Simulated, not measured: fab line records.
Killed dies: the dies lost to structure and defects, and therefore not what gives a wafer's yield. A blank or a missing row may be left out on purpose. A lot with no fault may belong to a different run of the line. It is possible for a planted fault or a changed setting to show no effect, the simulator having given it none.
The tool behind it: which one? || flow berkeley_cmos170 || 13 lots with 39 wafers sampled at 5 steps, on a route of 331 steps

== WHAT EACH GAUGE READ, for each wafer ==
UCB170_SILICIDE_THK_MEAS_03: measures by xrf.
{"lot": "L976", "measured": "day 8 06:56", "on": "film_metro-04", "SILICIDE_TI_THK (nm)": "30.8 30.8 30.8"}
{"lot": "L975", "measured": "day 8 07:28", "on": "film_metro-04", "SILICIDE_TI_THK (nm)": "30.0 30.4 30.4"}
{"lot": "L977", "measured": "day 8 23:04", "on": "film_metro-04", "SILICIDE_TI_THK (nm)": "30.4 30.2 30.5"}
{"lot": "L979", "measured": "day 8 23:22", "on": "film_metro-02", "SILICIDE_TI_THK (nm)": "29.4 29.5 29.3"}
{"lot": "L978", "measured": "day 9 00:28", "on": "film_metro-02", "SILICIDE_TI_THK (nm)": "29.4 29.8 29.4"}
{"lot": "L986", "measured": "day 9 22:36", "on": "film_metro-02", "SILICIDE_TI_THK (nm)": "29.5 29.6 29.3"}
{"lot": "L985", "measured": "day 9 23:16", "on": "film_metro-02", "SILICIDE_TI_THK (nm)": "29.5 29.4 29.5"}
{"lot": "L988", "measured": "day 10 06:43", "on": "film_metro-02", "SILICIDE_TI_THK (nm)": "29.1 29.5 29.1"}
{"lot": "L990", "measured": "day 11 03:05", "on": "film_metro-02", "SILICIDE_TI_THK (nm)": "29.8 29.9 29.7"}
{"lot": "L989", "measured": "day 11 03:20", "on": "film_metro-02", "SILICIDE_TI_THK (nm)": "29.9 29.8 29.5"}
{"lot": "L992", "measured": "day 11 03:28", "on": "film_metro-01", "SILICIDE_TI_THK (nm)": "29.7 30.0 29.8"}
{"lot": "L996", "measured": "day 12 05:19", "on": "film_metro-01", "SILICIDE_TI_THK (nm)": "30.6 30.4 30.4"}
{"lot": "L997", "measured": "day 12 13:56", "on": "film_metro-02", "SILICIDE_TI_THK (nm)": "29.6 29.4 29.7"}

UCB170_M2_CD_MEAS_90: the cd target is 700 nm.
{"lot": "L976", "measured": "day 9 03:05", "on": "cd_sem-02", "cd_nm (nm)": "701.0 700.1 701.0"}
{"lot": "L975", "measured": "day 9 08:07", "on": "cd_sem-02", "cd_nm (nm)": "703.2 700.5 699.9"}
{"lot": "L977", "measured": "day 9 22:42", "on": "cd_sem-02", "cd_nm (nm)": "696.4 693.6 696.8"}
{"lot": "L979", "measured": "day 9 22:10", "on": "cd_sem-01", "cd_nm (nm)": "700.4 698.9 699.8"}
{"lot": "L978", "measured": "day 10 00:50", "on": "cd_sem-02", "cd_nm (nm)": "702.5 702.7 702.6"}
{"lot": "L986", "measured": "day 10 18:29", "on": "cd_sem-01", "cd_nm (nm)": "699.9 699.1 698.8"}
{"lot": "L985", "measured": "day 10 17:52", "on": "cd_sem-01", "cd_nm (nm)": "722.2 718.0 721.2"}
{"lot": "L988", "measured": "day 11 03:02", "on": "cd_sem-01", "cd_nm (nm)": "702.0 702.1 700.9"}
{"lot": "L990", "measured": "day 11 16:02", "on": "cd_sem-02", "cd_nm (nm)": "697.7 702.1 700.5"}
{"lot": "L989", "measured": "day 11 17:39", "on": "cd_sem-01", "cd_nm (nm)": "704.3 695.1 699.3"}
{"lot": "L992", "measured": "day 11 21:51", "on": "cd_sem-02", "cd_nm (nm)": "698.4 700.0 699.7"}
{"lot": "L996", "measured": "day 12 20:11", "on": "cd_sem-01", "cd_nm (nm)": "700.9 702.9 699.5"}
{"lot": "L997", "measured": "day 13 04:47", "on": "cd_sem-02", "cd_nm (nm)": "698.4 696.9 699.5"}

UCB170_M3_THK_MEAS_03: measures by xrf.
{"lot": "L976", "measured": "day 9 10:11", "on": "film_metro-02", "M3_AL_THK (nm)": "918 911 909"}
{"lot": "L975", "measured": "day 9 15:04", "on": "film_metro-03", "M3_AL_THK (nm)": "919 913 922"}
{"lot": "L977", "measured": "day 10 02:27", "on": "film_metro-03", "M3_AL_THK (nm)": "895 894 890"}
{"lot": "L979", "measured": "day 10 01:44", "on": "film_metro-01", "M3_AL_THK (nm)": "896 913 906"}
{"lot": "L978", "measured": "day 10 06:05", "on": "film_metro-03", "M3_AL_THK (nm)": "894 895 900"}
{"lot": "L986", "measured": "day 10 21:14", "on": "film_metro-02", "M3_AL_THK (nm)": "903 894 894"}
{"lot": "L988", "measured": "day 11 06:02", "on": "film_metro-02", "M3_AL_THK (nm)": "900 894 889"}
{"lot": "L990", "measured": "day 11 19:17", "on": "film_metro-03", "M3_AL_THK (nm)": "888 884 890"}
{"lot": "L989", "measured": "day 11 20:54", "on": "film_metro-02", "M3_AL_THK (nm)": "882 889 887"}
{"lot": "L992", "measured": "day 12 00:29", "on": "film_metro-02", "M3_AL_THK (nm)": "884 881 892"}
{"lot": "L996", "measured": "day 12 22:51", "on": "film_metro-03", "M3_AL_THK (nm)": "887 879 877"}
{"lot": "L997", "measured": "day 13 07:42", "on": "film_metro-03", "M3_AL_THK (nm)": "890 899 882"}

== WHICH TOOL RAN EACH LOT (tool, then ch and the chambers of the sampled wafers, then the start) ==
{"lot": "L976", "UCB170_M2_METAL_ETCH_18": "rie_metal-01 ch 0,1, day 9 02:20", "UCB170_M2_STRIP_19": "plasma_asher-04 ch 0,1, day 9 02:29"}
{"lot": "L975", "UCB170_M2_METAL_ETCH_18": "rie_metal-02 ch 0,1, day 9 07:38", "UCB170_M2_STRIP_19": "plasma_asher-04 ch 0,1, day 9 07:50"}
{"lot": "L977", "UCB170_M2_METAL_ETCH_18": "rie_metal-03 ch 1, day 9 22:25", "UCB170_M2_STRIP_19": "plasma_asher-04 ch 0,1, day 9 22:36"}
{"lot": "L979", "UCB170_M2_METAL_ETCH_18": "rie_metal-01 ch 1, day 9 21:46", "UCB170_M2_STRIP_19": "plasma_asher-04 ch 0,1, day 9 22:03"}
{"lot": "L978", "UCB170_M2_METAL_ETCH_18": "rie_metal-01 ch 1, day 10 00:22", "UCB170_M2_STRIP_19": "plasma_asher-04 ch 0,1, day 10 00:44"}
{"lot": "L986", "UCB170_M2_METAL_ETCH_18": "rie_metal-03 ch 0,1, day 10 18:12", "UCB170_M2_STRIP_19": "plasma_asher-02 ch 0,1, day 10 18:22"}
{"lot": "L985", "UCB170_M2_METAL_ETCH_18": "rie_metal-01 ch 0,1, day 10 17:36", "UCB170_M2_STRIP_19": "plasma_asher-01 ch 0,1, day 10 17:46"}
{"lot": "L988", "UCB170_M2_METAL_ETCH_18": "rie_metal-02 ch 0,1, day 11 02:44", "UCB170_M2_STRIP_19": "plasma_asher-01 ch 0,1, day 11 02:55"}
{"lot": "L990", "UCB170_M2_METAL_ETCH_18": "rie_metal-02 ch 0,1, day 11 15:44", "UCB170_M2_STRIP_19": "plasma_asher-01 ch 0,1, day 11 15:56"}
{"lot": "L989", "UCB170_M2_METAL_ETCH_18": "rie_metal-03 ch 0,1, day 11 17:20", "UCB170_M2_STRIP_19": "plasma_asher-01 ch 0,1, day 11 17:32"}
{"lot": "L992", "UCB170_M2_METAL_ETCH_18": "rie_metal-02 ch 0,1, day 11 21:34", "UCB170_M2_STRIP_19": "plasma_asher-02 ch 0,1, day 11 21:43"}
{"lot": "L996", "UCB170_M2_METAL_ETCH_18": "rie_metal-02 ch 0,1, day 12 19:53", "UCB170_M2_STRIP_19": "plasma_asher-01 ch 0,1, day 12 20:04"}
{"lot": "L997", "UCB170_M2_METAL_ETCH_18": "rie_metal-03 ch 0,1, day 13 04:30", "UCB170_M2_STRIP_19": "plasma_asher-02 ch 0,1, day 13 04:40"}
- UCB170_M2_METAL_ETCH_18: etches Al in Cl2/BCl3, stops on SiO2, target depth 1170 nm, time 195 s.
- UCB170_M2_STRIP_19: strips in O2.

== AS READ BY THE TOOLS THEMSELVES (means over the sampled wafers that have a number; for cases with no such wafer, the mark the record gives instead) ==
UCB170_M2_METAL_ETCH_18.
{"lot": "L976", "tool": "rie_metal-01", "drypump_motor_current_A (A)": 5.47, "oes_product_au (a.u.)": 0.870, "run_length_s (s)": 223.2, "throttle_valve_pct (%)": 24.47}
{"lot": "L975", "tool": "rie_metal-02", "drypump_motor_current_A (A)": 5.62, "oes_product_au (a.u.)": 0.874, "run_length_s (s)": 223.4, "throttle_valve_pct (%)": 24.44}
{"lot": "L977", "tool": "rie_metal-03", "drypump_motor_current_A (A)": 5.31, "oes_product_au (a.u.)": 0.825, "run_length_s (s)": 223.3, "throttle_valve_pct (%)": 24.47}
{"lot": "L979", "tool": "rie_metal-01", "drypump_motor_current_A (A)": 5.41, "oes_product_au (a.u.)": 0.861, "run_length_s (s)": 223.9, "throttle_valve_pct (%)": 24.33}
{"lot": "L978", "tool": "rie_metal-01", "drypump_motor_current_A (A)": 5.43, "oes_product_au (a.u.)": 0.867, "run_length_s (s)": 224.2, "throttle_valve_pct (%)": 24.34}
{"lot": "L986", "tool": "rie_metal-03", "drypump_motor_current_A (A)": 5.28, "oes_product_au (a.u.)": 0.829, "run_length_s (s)": 223.5, "throttle_valve_pct (%)": 24.39}
{"lot": "L985", "tool": "rie_metal-01", "drypump_motor_current_A (A)": 5.45, "oes_product_au (a.u.)": 1.000, "run_length_s (s)": 136.0, "throttle_valve_pct (%)": 24.34}
{"lot": "L988", "tool": "rie_metal-02", "drypump_motor_current_A (A)": 5.61, "oes_product_au (a.u.)": 0.872, "run_length_s (s)": 223.4, "throttle_valve_pct (%)": 24.43}
{"lot": "L990", "tool": "rie_metal-02", "drypump_motor_current_A (A)": 5.33, "oes_product_au (a.u.)": 0.877, "run_length_s (s)": 223.3, "throttle_valve_pct (%)": 24.25}
{"lot": "L989", "tool": "rie_metal-03", "drypump_motor_current_A (A)": 5.24, "oes_product_au (a.u.)": 0.843, "run_length_s (s)": 223.7, "throttle_valve_pct (%)": 24.32}
{"lot": "L992", "tool": "rie_metal-02", "drypump_motor_current_A (A)": 5.32, "oes_product_au (a.u.)": 0.880, "run_length_s (s)": 223.3, "throttle_valve_pct (%)": 24.24}
{"lot": "L996", "tool": "rie_metal-02", "drypump_motor_current_A (A)": 5.62, "oes_product_au (a.u.)": 0.870, "run_length_s (s)": 223.1, "throttle_valve_pct (%)": 24.43}
{"lot": "L997", "tool": "rie_metal-03", "drypump_motor_current_A (A)": 5.26, "oes_product_au (a.u.)": 0.840, "run_length_s (s)": 223.8, "throttle_valve_pct (%)": 24.33}

UCB170_M2_STRIP_19.
{"lot": "L976", "tool": "plasma_asher-04", "drypump_motor_current_A (A)": 6.20, "oes_product_au (a.u.)": 0.546}
{"lot": "L975", "tool": "plasma_asher-04", "drypump_motor_current_A (A)": 6.32, "oes_product_au (a.u.)": 0.536}
{"lot": "L977", "tool": "plasma_asher-04", "drypump_motor_current_A (A)": 6.20, "oes_product_au (a.u.)": 0.547}
{"lot": "L979", "tool": "plasma_asher-04", "drypump_motor_current_A (A)": 6.31, "oes_product_au (a.u.)": 0.546}
{"lot": "L978", "tool": "plasma_asher-04", "drypump_motor_current_A (A)": 6.32, "oes_product_au (a.u.)": 0.538}
{"lot": "L986", "tool": "plasma_asher-02", "drypump_motor_current_A (A)": 5.99, "oes_product_au (a.u.)": 0.535}
{"lot": "L985", "tool": "plasma_asher-01", "drypump_motor_current_A (A)": 6.15, "oes_product_au (a.u.)": 0.719}
{"lot": "L988", "tool": "plasma_asher-01", "drypump_motor_current_A (A)": 6.09, "oes_product_au (a.u.)": 0.542}
{"lot": "L990", "tool": "plasma_asher-01", "drypump_motor_current_A (A)": 6.11, "oes_product_au (a.u.)": 0.543}
{"lot": "L989", "tool": "plasma_asher-01", "drypump_motor_current_A (A)": 6.12, "oes_product_au (a.u.)": 0.532}
{"lot": "L992", "tool": "plasma_asher-02", "drypump_motor_current_A (A)": 5.98, "oes_product_au (a.u.)": 0.537}
{"lot": "L996", "tool": "plasma_asher-01", "drypump_motor_current_A (A)": 6.13, "oes_product_au (a.u.)": 0.540}
{"lot": "L997", "tool": "plasma_asher-02", "drypump_motor_current_A (A)": 5.99, "oes_product_au (a.u.)": 0.536}

== THE ANSWER, worked out from the rows above alone ==
Rule: the lots themselves supply what counts as usual. Put in order of their means at a reading, lots are off if they are a third of the lots or fewer, leave a main group of 4 or more, and stand apart from it by a gap of 3 or more times the standard deviation of the main group's means; of several such gaps the widest counts. The tables above print the reading to a certain number of digits; a main group whose means all agree to those digits is not used. A lot without any number at a reading at which 4 lots or more have one is off too. All remaining lots with rows at the step are treated as sound. The gauges are gone through in route order, then the tools' own readings, and for those a lot's mean is taken as printed above. The first step at which some lot is off is used, and at that step the reading that is off furthest; a lot without a number counts as furthest.
Off: L985, at UCB170_M2_CD_MEAS_90 (cd_nm). The main group: mean 699.9 nm, standard deviation 1.7.
A tool fits if, at a process step before that reading, it ran every lot that is off, and no sound lot after the first of them. Not tried: the gauges at UCB170_M2_CD_MEAS_90; whatever is off there is also off at UCB170_M2_METAL_ETCH_18, on other tools, and gauge error can't account for it. One candidate fits, namely rie_metal-01 at UCB170_M2_METAL_ETCH_18. A fault onset in the window from L978 (day 10 00:22, its last sound lot) to L985 (day 10 17:36, its first lot off) fits.
The tool's own readings at UCB170_M2_METAL_ETCH_18 bear it out: on the lots that are off they differ by more than 5 times the standard deviation of the sound lots' means. oes_product_au reads 1.000 a.u. there against 0.859 a.u. on the sound lots; run_length_s reads 136.0 s there against 223.5 s on the sound lots.

== WHAT THE SIMULATOR PUT IN ==
Process parameter drift: rie_metal-01, from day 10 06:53 on, at UCB170_M2_METAL_ETCH_18. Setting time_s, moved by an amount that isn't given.
Lots struck among those shown: L985. The same result came from the rule above.
